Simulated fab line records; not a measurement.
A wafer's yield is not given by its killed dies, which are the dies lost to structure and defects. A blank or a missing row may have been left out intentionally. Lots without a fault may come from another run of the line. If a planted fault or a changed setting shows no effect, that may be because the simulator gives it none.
fab line records    flow rit_cmos
record lots=7  wafers=21  last_day=8
route steps=202 shown WELLDRIVE@50 NWELL@51 PWELL@52 NRETRO@53 PRETRO@64 GATE@75 FOX2@80 M1@202
lots with no fault: from the same line, run without faults
start_h: start of the lot's first displayed wafer, in hours after the record's first day    wait_h: hours since the lot's step before    " identical to the entry in the row above    L1.1+2: a row that stands for several wafers    - no value, or no start was given    * or withheld: withheld    < > ~ a bound
route shown NAME@n: a module of which the file shows steps, and the number in the route of the first    usual: average and standard deviation across the fault-free wafers    same: alike in all rows    chamber/n: place in a boat    sites: readings site by site    _std_site: the values' standard deviation    _edge_site: outer sites' mean less inner sites'    radius_mm: how far each site lies from the wafer's centre    mask NAME#n: copy n    behind: the most recent tool/chamber to have shaped the wafer    hold: why the lot was held/for how many hours/how that ended    device: which transistor (n, p or np) failed to switch    end of line: the tests these same wafers got at the end of their route    a step with no rows: only its recipe    killed: dies lost to structure and defects at the first sort, not the wafer's yield    map: a wafer's dies, x killed, . not, _ none there
set.NAME: the setting the step ran with; set.NAME@STEP: the setting that earlier step ran with    model.NAME: the simulator's own value behind a step, which no gauge read
a table for each step, a row for each wafer; lots at some steps of the route
services: from which hour (start_h, from the record's first day; less than 0 if before it) a tool's chamber was out of use, for how many hours, and why
## steps
# step RIT_WELLDRIVE_ANNEAL_00
# recipe temp_c=1100  time_s=14700  ambient=N2
# step RIT_WELLDRIVE_RS_MEAS_01
# recipe thk_meas_gauge=four-point-probe
# usual NWELL_RS=275.5/0.86
lot.wafer  tool           chamber  start_h  wait_h  NWELL_RS[ohm/sq]
L132.1     film_metro-04  -        38.72    0.0     276.0
L132.2     "              -        "        "       275.6
L132.4     "              -        "        "       275.7
L137.1     film_metro-02  -        68.10    0.0     274.7
L137.4     "              -        "        "       275.6
L137.5     "              -        "        "       274.6
L139.1     film_metro-04  -        81.33    0.0     276.7
L139.2     "              -        "        "       276.5
L139.4     "              -        "        "       275.9
L141.1     film_metro-04  -        89.23    0.0     275.5
L141.2     "              -        "        "       274.4
L141.4     "              -        "        "       275.2
L147.1     film_metro-01  -        117.69   0.0     275.3
L147.2     "              -        "        "       275.4
L147.4     "              -        "        "       274.8
L150.3     film_metro-02  -        130.48   0.0     275.6
L150.5     "              -        "        "       275.6
L150.6     "              -        "        "       276.5
L153.3     film_metro-01  -        146.73   0.0     276.0
L153.4     "              -        "        "       275.6
L153.5     "              -        "        "       275.4
# step RIT_WELLDRIVE_RS_MEAS_02
# recipe thk_meas_gauge=four-point-probe
# usual PWELL_RS=435.9/1.3
lot.wafer  tool           chamber  start_h  wait_h  PWELL_RS[ohm/sq]
L132.1     film_metro-04  -        38.84    0.1     436.8
L132.2     "              -        "        "       438.4
L132.4     "              -        "        "       437.8
L137.1     film_metro-02  -        68.22    0.1     434.9
L137.4     "              -        "        "       434.7
L137.5     "              -        "        "       433.2
L139.1     film_metro-04  -        81.45    0.1     436.5
L139.2     "              -        "        "       436.1
L139.4     "              -        "        "       437.4
L141.1     film_metro-04  -        89.35    0.1     436.8
L141.2     "              -        "        "       438.5
L141.4     "              -        "        "       437.9
L147.1     film_metro-01  -        117.81   0.1     439.2
L147.2     "              -        "        "       438.2
L147.4     "              -        "        "       439.1
L150.3     film_metro-02  -        130.60   0.1     434.3
L150.5     "              -        "        "       435.4
L150.6     "              -        "        "       434.9
L153.3     film_metro-01  -        146.85   0.1     435.4
L153.4     "              -        "        "       435.3
L153.5     "              -        "        "       435.8
# step RIT_NRETRO_HMDS_00
# recipe prime_time_s=60  prime_temp_c=140
# step RIT_NRETRO_COAT_01
# recipe resist=NOVOLAK  spin_rpm=2000  resist_thk_nm=1300
# step RIT_NRETRO_SOFTBAKE_02
# recipe resist=NOVOLAK  temp_c=90  time_s=60
# step RIT_NRETRO_EXPOSE_03
# recipe mask_id=M4  na=0.57  target_cd_nm=43900  dose_mj=250
# step RIT_NRETRO_PEB_04
# recipe resist=NOVOLAK  temp_c=withheld  time_s=withheld
# step RIT_NRETRO_DEVELOP_05
# recipe resist=NOVOLAK  develop_time_s=68  dev_temp_c=23
# step RIT_NRETRO_OVL_MEAS_06
# usual NRETRO_OVL=0.1/1.4
lot.wafer  tool        chamber  start_h  wait_h  NRETRO_OVL[nm]
L132.1     overlay-02  -        40.14    -       -1.8
L132.2     "           -        "        "       -2.3
L132.4     "           -        "        "       0.4
L137.1     overlay-02  -        69.22    -       0.8
L137.4     "           -        "        "       -0.3
L137.5     "           -        "        "       -0.9
L139.1     overlay-02  -        82.57    -       -1.3
L139.2     "           -        "        "       0.2
L139.4     "           -        "        "       -2.1
L141.1     overlay-02  -        90.66    -       1.1
L141.2     "           -        "        "       1.3
L141.4     "           -        "        "       1.4
L147.1     overlay-02  -        119.06   -       0.1
L147.2     "           -        "        "       -0.5
L147.4     "           -        "        "       -1.3
L150.3     overlay-01  -        131.70   -       2.3
L150.5     "           -        "        "       0.1
L150.6     "           -        "        "       -0.5
L153.3     overlay-01  -        147.95   -       1.5
L153.4     "           -        "        "       2.5
L153.5     "           -        "        "       2.2
# step RIT_NRETRO_HARDBAKE_07
# recipe resist=NOVOLAK  temp_c=140  time_s=120
# step RIT_NRETRO_IMPLANT_08
# recipe species=P  energy_kev=70  dose_cm2=1.021e+13  tilt_deg=7
# step RIT_NRETRO_STRIP_09
# recipe chemistry=O2  time_s=180  resist=NOVOLAK  platen_temp_c=withheld  power_w=500  pressure_mtorr=4000  o2_flow_sccm=4000
# usual drypump_motor_current_A=5.69/0.3
lot.wafer  tool             chamber  start_h  wait_h  drypump_motor_current_A  rf_hours_counter_h
L132.1     plasma_asher-01  0        40.57    0.1     5.56                     39
L132.2     "                1        "        "       6.05                     39
L132.4     "                0        "        "       5.57                     -
L137.1     plasma_asher-01  0        69.66    0.1     5.57                     42
L137.4     "                0        "        "       5.56                     -
L137.5     "                1        "        "       6.06                     -
L139.1     plasma_asher-01  0        83.01    0.1     5.55                     44
L139.2     "                1        "        "       6.07                     44
L139.4     "                0        "        "       5.55                     -
L141.1     plasma_asher-01  1        91.28    0.1     6.07                     44
L141.2     "                0        "        "       5.54                     44
L141.4     "                1        "        "       6.08                     -
L147.1     plasma_asher-02  0        119.49   0.1     5.11                     32
L147.2     "                1        "        "       5.68                     32
L147.4     "                0        "        "       5.11                     -
L150.3     plasma_asher-02  1        132.18   0.1     5.69                     -
L150.5     "                0        "        "       5.10                     -
L150.6     "                1        "        "       5.74                     -
L153.3     plasma_asher-04  1        148.43   0.1     5.68                     -
L153.4     "                0        "        "       5.93                     -
L153.5     "                1        "        "       5.67                     -
# step RIT_NRETRO_TW_MEAS_10
# usual NRETRO_TW=1056/4.9
lot.wafer  tool           chamber  start_h  wait_h  NRETRO_TW
L132.1     film_metro-03  -        40.75    0.1     1065
L132.2     "              -        "        "       1067
L132.4     "              -        "        "       1064
L137.1     film_metro-03  -        69.83    0.1     1052
L137.4     "              -        "        "       1059
L137.5     "              -        "        "       1059
L139.1     film_metro-02  -        83.18    0.1     1056
L139.2     "              -        "        "       1056
L139.4     "              -        "        "       1056
L141.1     film_metro-02  -        91.46    0.1     1053
L141.2     "              -        "        "       1053
L141.4     "              -        "        "       1058
L147.1     film_metro-04  -        119.67   0.1     1053
L147.2     "              -        "        "       1060
L147.4     "              -        "        "       1050
L150.3     film_metro-02  -        132.32   0.1     1059
L150.5     "              -        "        "       1047
L150.6     "              -        "        "       1058
L153.3     film_metro-02  -        148.57   0.1     1061
L153.4     "              -        "        "       1056
L153.5     "              -        "        "       1064
# step RIT_PRETRO_HMDS_00
# recipe prime_time_s=60  prime_temp_c=140
# step RIT_PRETRO_COAT_01
# recipe resist=NOVOLAK  spin_rpm=2000  resist_thk_nm=1300
# step RIT_PRETRO_SOFTBAKE_02
# recipe resist=NOVOLAK  temp_c=90  time_s=60
# step RIT_PRETRO_EXPOSE_03
# recipe mask_id=M5  na=0.57  target_cd_nm=43700  dose_mj=250
# step RIT_PRETRO_PEB_04
# recipe resist=NOVOLAK  temp_c=withheld  time_s=withheld
# step RIT_PRETRO_DEVELOP_05
# recipe resist=NOVOLAK  develop_time_s=68  dev_temp_c=21.9
# step RIT_PRETRO_OVL_MEAS_06
# usual PRETRO_OVL=-0.3/1.4
lot.wafer  tool        chamber  start_h  wait_h  PRETRO_OVL[nm]
L132.1     overlay-01  -        41.81    -       1.3
L132.2     "           -        "        "       -0.1
L132.4     "           -        "        "       -0.7
L137.1     overlay-02  -        70.90    -       -2.5
L137.4     "           -        "        "       -1.8
L137.5     "           -        "        "       -1.9
L139.1     overlay-01  -        84.29    -       1.5
L139.2     "           -        "        "       1.3
L139.4     "           -        "        "       1.0
L141.1     overlay-02  -        92.52    -       1.6
L141.2     "           -        "        "       0.4
L141.4     "           -        "        "       0.6
L147.1     overlay-02  -        120.61   -       -0.3
L147.2     "           -        "        "       0.5
L147.4     "           -        "        "       -0.1
L150.3     overlay-02  -        133.25   -       -0.4
L150.5     "           -        "        "       -1.9
L150.6     "           -        "        "       -0.7
L153.3     overlay-01  -        149.62   -       -2.1
L153.4     "           -        "        "       -0.6
L153.5     "           -        "        "       1.0
# step RIT_PRETRO_HARDBAKE_07
# recipe resist=NOVOLAK  temp_c=140  time_s=120
# step RIT_PRETRO_IMPLANT_08
# recipe species=B  energy_kev=45  dose_cm2=1.2e+13  tilt_deg=7
# step RIT_PRETRO_STRIP_09
# recipe chemistry=O2  time_s=180  resist=NOVOLAK  platen_temp_c=withheld  power_w=500  pressure_mtorr=4000  o2_flow_sccm=4000
# usual drypump_motor_current_A=5.56/0.28
lot.wafer  tool             chamber  start_h  wait_h  drypump_motor_current_A  rf_hours_counter_h
L132.1     plasma_asher-01  0        42.25    0.1     5.56                     39
L132.2     "                1        "        "       6.07                     39
L132.4     "                1        "        "       6.07                     -
L137.1     plasma_asher-02  0        71.33    0.1     5.12                     27
L137.4     "                0        "        "       5.11                     -
L137.5     "                1        "        "       5.67                     -
L139.1     plasma_asher-03  0        84.72    0.1     5.53                     43
L139.2     "                1        "        "       5.64                     43
L139.4     "                0        "        "       5.53                     -
L141.1     plasma_asher-02  1        93.01    0.1     5.67                     29
L141.2     "                0        "        "       5.13                     29
L141.4     "                1        "        "       5.67                     -
L147.1     plasma_asher-03  1        121.04   0.1     5.65                     1
L147.2     "                0        "        "       5.55                     1
L147.4     "                1        "        "       5.64                     -
L150.3     plasma_asher-02  0        133.82   0.1     5.11                     -
L150.5     "                1        "        "       5.63                     -
L150.6     "                0        "        "       5.10                     -
L153.3     plasma_asher-02  0        150.18   0.1     5.14                     -
L153.4     "                1        "        "       5.72                     -
L153.5     "                1        "        "       5.70                     -
# step RIT_PRETRO_TW_MEAS_10
# usual PRETRO_TW=472/4
lot.wafer  tool           chamber  start_h  wait_h  PRETRO_TW
L132.1     film_metro-02  -        42.42    0.1     472
L132.2     "              -        "        "       471
L132.4     "              -        "        "       472
L137.1     film_metro-01  -        71.51    0.1     466
L137.4     "              -        "        "       466
L137.5     "              -        "        "       470
L139.1     film_metro-02  -        84.90    0.1     476
L139.2     "              -        "        "       474
L139.4     "              -        "        "       474
L141.1     film_metro-01  -        93.18    0.1     468
L141.2     "              -        "        "       466
L141.4     "              -        "        "       469
L147.1     film_metro-03  -        121.22   0.1     474
L147.2     "              -        "        "       475
L147.4     "              -        "        "       474
L150.3     film_metro-03  -        133.95   0.1     475
L150.5     "              -        "        "       475
L150.6     "              -        "        "       475
L153.3     film_metro-03  -        150.32   0.1     474
L153.4     "              -        "        "       473
L153.5     "              -        "        "       475
# step RIT_GATE_WET_ETCH_00
# recipe chemistry=BOE  target=SiO2  target_depth_nm=56  time_s=60  dry=n2_spin  dilution=10:1  temp_c=21.5
# step RIT_GATE_CLEAN_01
# recipe chemistry=SC1  mix=3:3:50  time_s=600  temp_c=75
# step RIT_GATE_CLEAN_02
# recipe chemistry=dHF  dilution=50:1  time_s=30
# step RIT_GATE_CLEAN_03
# recipe chemistry=SC2  mix=3:3:50  time_s=600  temp_c=75  dry=n2_spin
# step RIT_GATE_CLEAN_04
# recipe chemistry=dHF  dilution=50:1  time_s=60  dry=n2_spin
# step RIT_FOX2_THK_MEAS_91
# recipe reads=SiO2_of_FOX2_OXIDATION_00
# usual FIELD_OXIDE_LEFT_2_THK=255/6.5
lot.wafer  tool           chamber  start_h  wait_h  FIELD_OXIDE_LEFT_2_THK[nm]
L132.1     film_metro-04  -        42.94    0.0     254
L132.2     "              -        "        "       257
L132.4     "              -        "        "       258
L137.1     film_metro-03  -        71.99    0.0     256
L137.4     "              -        "        "       253
L137.5     "              -        "        "       254
L139.1     film_metro-01  -        85.37    0.0     253
L139.2     "              -        "        "       246
L139.4     "              -        "        "       252
L141.1     film_metro-01  -        93.66    0.0     259
L141.2     "              -        "        "       260
L141.4     "              -        "        "       264
L147.1     film_metro-03  -        121.70   0.0     261
L147.2     "              -        "        "       259
L147.4     "              -        "        "       261
L150.3     film_metro-03  -        134.45   0.0     264
L150.5     "              -        "        "       265
L150.6     "              -        "        "       267
L153.3     film_metro-03  -        150.83   0.0     257
L153.4     "              -        "        "       250
L153.5     "              -        "        "       257
# step RIT_GATE_OXIDATION_05
# recipe temp_c=900  ambient=O2  target_thk_a=30  ox_time_s=270
# step RIT_GATE_ANNEAL_06
# recipe temp_c=900  time_s=600  ambient=N2O
# step RIT_GATE_THK_MEAS_07
# recipe reads=SiO2_of_GATE_OXIDATION_05
# usual GATE_OXIDE_THK=3.02/0.062
lot.wafer  tool           chamber  start_h  wait_h  GATE_OXIDE_THK[nm]
L132.1     film_metro-04  -        44.32    0.0     3.00
L132.2     "              -        "        "       3.03
L132.4     "              -        "        "       2.99
L137.1     film_metro-04  -        76.25    0.0     2.87
L137.4     "              -        "        "       2.94
L137.5     "              -        "        "       2.96
L139.1     film_metro-04  -        88.22    0.0     3.02
L139.2     "              -        "        "       2.97
L139.4     "              -        "        "       2.95
L141.1     film_metro-03  -        99.96    0.0     3.00
L141.2     "              -        "        "       3.09
L141.4     "              -        "        "       3.06
L147.1     film_metro-04  -        124.53   0.0     3.12
L147.2     "              -        "        "       3.06
L147.4     "              -        "        "       3.09
L150.3     film_metro-04  -        140.31   0.0     2.99
L150.5     "              -        "        "       3.02
L150.6     "              -        "        "       2.96
L153.3     film_metro-03  -        159.62   0.0     3.07
L153.4     "              -        "        "       3.09
L153.5     "              -        "        "       3.03
# step RIT_GATE_CVD_08
# recipe material=poly-Si  target_thk_nm=250  temp_c=610  precursor=SiH4  time_s=2220  pressure_mtorr=300  sih4_flow_sccm=100
# step RIT_GATE_THK_MEAS_09
# recipe reads=poly-Si_of_GATE_CVD_08
# usual GATE_POLY_THK=249.4/2.3
lot.wafer  tool           chamber  start_h  wait_h  GATE_POLY_THK[nm]
L132.1     film_metro-04  -        46.15    0.0     248.9
L132.2     "              -        "        "       250.9
L132.4     "              -        "        "       250.6
L137.1     film_metro-01  -        77.92    0.0     254.1
L137.4     "              -        "        "       253.8
L137.5     "              -        "        "       254.7
L139.1     film_metro-01  -        90.15    0.0     248.0
L139.2     "              -        "        "       247.6
L139.4     "              -        "        "       247.4
L141.1     film_metro-04  -        101.63   0.0     250.5
L141.2     "              -        "        "       250.1
L141.4     "              -        "        "       246.3
L147.1     film_metro-04  -        126.20   0.0     246.8
L147.2     "              -        "        "       247.3
L147.4     "              -        "        "       246.5
L150.3     film_metro-03  -        141.99   0.0     252.0
L150.5     "              -        "        "       251.4
L150.6     "              -        "        "       252.5
L153.3     film_metro-01  -        161.30   0.0     252.2
L153.4     "              -        "        "       249.1
L153.5     "              -        "        "       249.6
# step RIT_GATE_HMDS_10
# recipe prime_time_s=60  prime_temp_c=140
# step RIT_GATE_COAT_11
# recipe resist=NOVOLAK  spin_rpm=4250  resist_thk_nm=833.8
# step RIT_GATE_SOFTBAKE_12
# recipe resist=NOVOLAK  temp_c=90  time_s=60
# step RIT_GATE_EXPOSE_13
# recipe mask_id=M6  na=0.6  source_shape=conventional  sigma_outer=0.6  target_cd_nm=150  dose_mj=380
# step RIT_GATE_PEB_14
# recipe resist=NOVOLAK  temp_c=withheld  time_s=withheld
# step RIT_GATE_DEVELOP_15
# recipe resist=NOVOLAK  develop_time_s=50  dev_temp_c=23
# step RIT_M1_PROBE_99
# usual killed_at_contacts=0.1/0.23  killed_at_front_end=6/3.1  killed_dies=6/3.1  killed_on_rim=1.7/1.3  killed_open=3.2/1.9  killed_short=3.2/2.1
# same gross_dies=264  killed_at_M0_to_M3=0  killed_at_M4_up=0  killed_at_back_side=0  killed_at_other=0
lot.wafer  tool       chamber  start_h  wait_h  killed_at_contacts  killed_at_front_end  killed_dies  killed_on_rim  killed_open  killed_short
L132.1     prober-02  -        68.69    0.1     0                   7                    7            3              4            3
L132.2     prober-02  -        68.74    0.1     0                   5                    5            3              2            3
L132.4     prober-02  -        68.84    0.2     0                   3                    3            0              3            0
L137.1     prober-01  -        101.29   0.1     0                   23                   23           9              3            5
L137.4     prober-01  -        101.44   0.2     1                   20                   21           8              3            5
L137.5     prober-01  -        101.49   0.2     0                   16                   16           8              2            1
L139.1     prober-01  -        111.56   0.1     0                   16                   16           8              3            2
L139.2     prober-01  -        111.61   0.1     0                   19                   19           10             2            1
L139.4     prober-01  -        111.71   0.2     0                   17                   17           8              4            0
L141.1     prober-01  -        122.93   0.1     0                   20                   20           8              2            5
L141.2     prober-01  -        122.98   0.1     0                   23                   23           10             4            6
L141.4     prober-01  -        123.08   0.2     0                   20                   20           9              1            7
L147.1     prober-01  -        159.04   0.4     1                   4                    5            2              4            1
L147.2     prober-01  -        159.09   0.4     0                   4                    4            1              2            2
L147.4     prober-01  -        159.19   0.5     0                   5                    5            1              3            2
L150.3     prober-02  -        166.88   0.2     0                   7                    7            1              6            1
L150.5     prober-02  -        166.98   0.2     0                   8                    8            4              6            2
L150.6     prober-02  -        167.03   0.2     1                   6                    7            2              3            4
L153.3     prober-02  -        188.89   0.2     0                   2                    2            0              0            2
L153.4     prober-02  -        188.94   0.2     0                   13                   13           3              7            5
L153.5     prober-02  -        188.99   0.2     0                   8                    8            3              5            2
# killed by level:class
L132.1 SILICIDE:geometric_particle:open=2 FOX1:geometric_particle:open=1 GATE:geometric_particle:short=1 GATE:geometric_particle:open=1 SPACER:geometric_particle:short=1 SILICIDE:geometric_particle:short=1
L132.2 FOX1:geometric_particle:open=1 FOX1:geometric_particle:short=1 GATE:geometric_particle:short=1 GATE:geometric_particle:open=1 REOX:geometric_particle:short=1
L132.4 GATE:geometric_particle:open=1 REOX:geometric_particle:open=1 SPACER:geometric_particle:open=1
L137.1 NRETRO:unspecified=15 FOX1:geometric_particle:short=1 FOX1:geometric_particle:open=1 FOX2:geometric_particle:short=1 GATE:geometric_particle:open=1 GATE:geometric_particle:short=1 REOX:geometric_particle:short=1 REOX:geometric_particle:open=1
L137.4 NRETRO:unspecified=13 FOX2:geometric_particle:short=2 REOX:geometric_particle:short=2 FOX1:geometric_particle:open=1 GATE:geometric_particle:open=1 SPACER:geometric_particle:open=1 CONTACT:geometric_particle:short=1
L137.5 NRETRO:unspecified=13 FOX2:geometric_particle:open=1 GATE:geometric_particle:open=1 GATE:geometric_particle:short=1
L139.1 NRETRO:unspecified=11 GATE:geometric_particle:open=2 FOX2:geometric_particle:open=1 GATE:geometric_particle:short=1 SILICIDE:geometric_particle:short=1
L139.2 NRETRO:unspecified=16 GATE:geometric_particle:open=2 GATE:geometric_particle:short=1
L139.4 NRETRO:unspecified=13 GATE:geometric_particle:open=2 FOX1:geometric_particle:open=1 REOX:geometric_particle:open=1
L141.1 NRETRO:unspecified=13 SILICIDE:geometric_particle:short=3 REOX:geometric_particle:open=1 REOX:geometric_particle:short=1 SPACER:geometric_particle:short=1 SILICIDE:geometric_particle:open=1
L141.2 NRETRO:unspecified=13 GATE:geometric_particle:short=3 FOX1:geometric_particle:short=2 GATE:geometric_particle:open=2 FOX1:geometric_particle:open=1 FOX2:geometric_particle:short=1 SILICIDE:geometric_particle:open=1
L141.4 NRETRO:unspecified=11 REOX:geometric_particle:short=3 GATE:geometric_particle:short=2 SPACER:geometric_particle:short=2 GATE:geometric_particle:open=1 PLDD:coat_microbubble_printed=1
L147.1 SPACER:geometric_particle:open=2 FOX2:geometric_particle:open=1 SILICIDE:geometric_particle:short=1 CONTACT:geometric_particle:open=1
L147.2 SPACER:geometric_particle:short=2 FOX2:geometric_particle:open=1 GATE:geometric_particle:open=1
L147.4 SILICIDE:geometric_particle:open=2 GATE:geometric_particle:short=1 GATE:geometric_particle:open=1 REOX:geometric_particle:short=1
L150.3 REOX:geometric_particle:open=3 FOX1:geometric_particle:open=2 SPACER:geometric_particle:short=1 SILICIDE:geometric_particle:open=1
L150.5 GATE:geometric_particle:open=3 REOX:geometric_particle:open=2 FOX1:geometric_particle:open=1 FOX1:geometric_particle:short=1 SPACER:geometric_particle:short=1
L150.6 FOX1:geometric_particle:short=3 ACTIVE:geometric_particle:open=1 FOX1:geometric_particle:open=1 GATE:geometric_particle:open=1 CONTACT:geometric_particle:short=1
L153.3 GATE:geometric_particle:short=2
L153.4 GATE:geometric_particle:open=6 GATE:geometric_particle:short=3 FOX1:geometric_particle:short=2 FOX1:geometric_particle:open=1 PLDD:coat_microbubble_printed=1
L153.5 GATE:geometric_particle:open=3 GATE:geometric_particle:short=2 SILICIDE:geometric_particle:open=2 PLDD:coat_microbubble_printed=1
# map L137.1 (x killed, . not)
________xxxxxxx_______
_____....xxxxxx...____
____.......x.x.....___
___.................__
__........x.........._
__................x.._
_.................x...
_.................x...
_.................x...
_.....x..............x
__..................._
__..................._
___.................__
____.....x.........___
_____.............____
________......._______
# map L139.2 (x killed, . not)
________xxxxxxx_______
_____...xxxxxx.xx.____
____.......xx......___
___............x....__
__..................._
__..................._
_.....................
_.....................
_.....................
_.....................
__..................._
__..................._
___.................__
____............x..___
_____.............____
________......._______
## services
tool             chamber  start_h  hours  kind
plasma_asher-03  -        44.25    10.6   repair
plasma_asher-02  -        48.76    7.4    repair
plasma_asher-02  -        97.46    1.3    repair
plasma_asher-03  -        108.75   9.0    pm
plasma_asher-03  0        108.75   9.0    vent_cycle
plasma_asher-03  1        108.75   9.0    vent_cycle
plasma_asher-03  0        117.75   -      clean
plasma_asher-03  1        117.75   -      clean
plasma_asher-04  -        125.17   1.5    repair
## key
first_sign step=RIT_M1_PROBE_99  reading=killed_dies  direction=up  sigmas=4.2  usual=6  struck=19
effect step=RIT_M1_PROBE_99  reading=killed_at_front_end  direction=up  sigmas=4.2  usual=6  struck=19
met_at RIT_NRETRO_STRIP_09
struck_wafers L137.1,L137.4,L137.5,L139.1,L139.2,L139.4,L141.1,L141.2,L141.4
tester_left_out L137,L139,L141
onset_between 40.57 69.66
fault kind=chamber_particle_source  tool=plasma_asher-01  chamber=-  onset_h=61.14  steps=RIT_NRETRO_STRIP_09  rate_per_visit_cm2=1.8835  end_h=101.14
# tester_left_out: of these lots the tester's yield and bins aren't shown, on N5 and GAA mostly nor the transistor test; their killed dies are dies lost to structure and defects alone, not to doping, threshold or leakage, so they don't give the yield
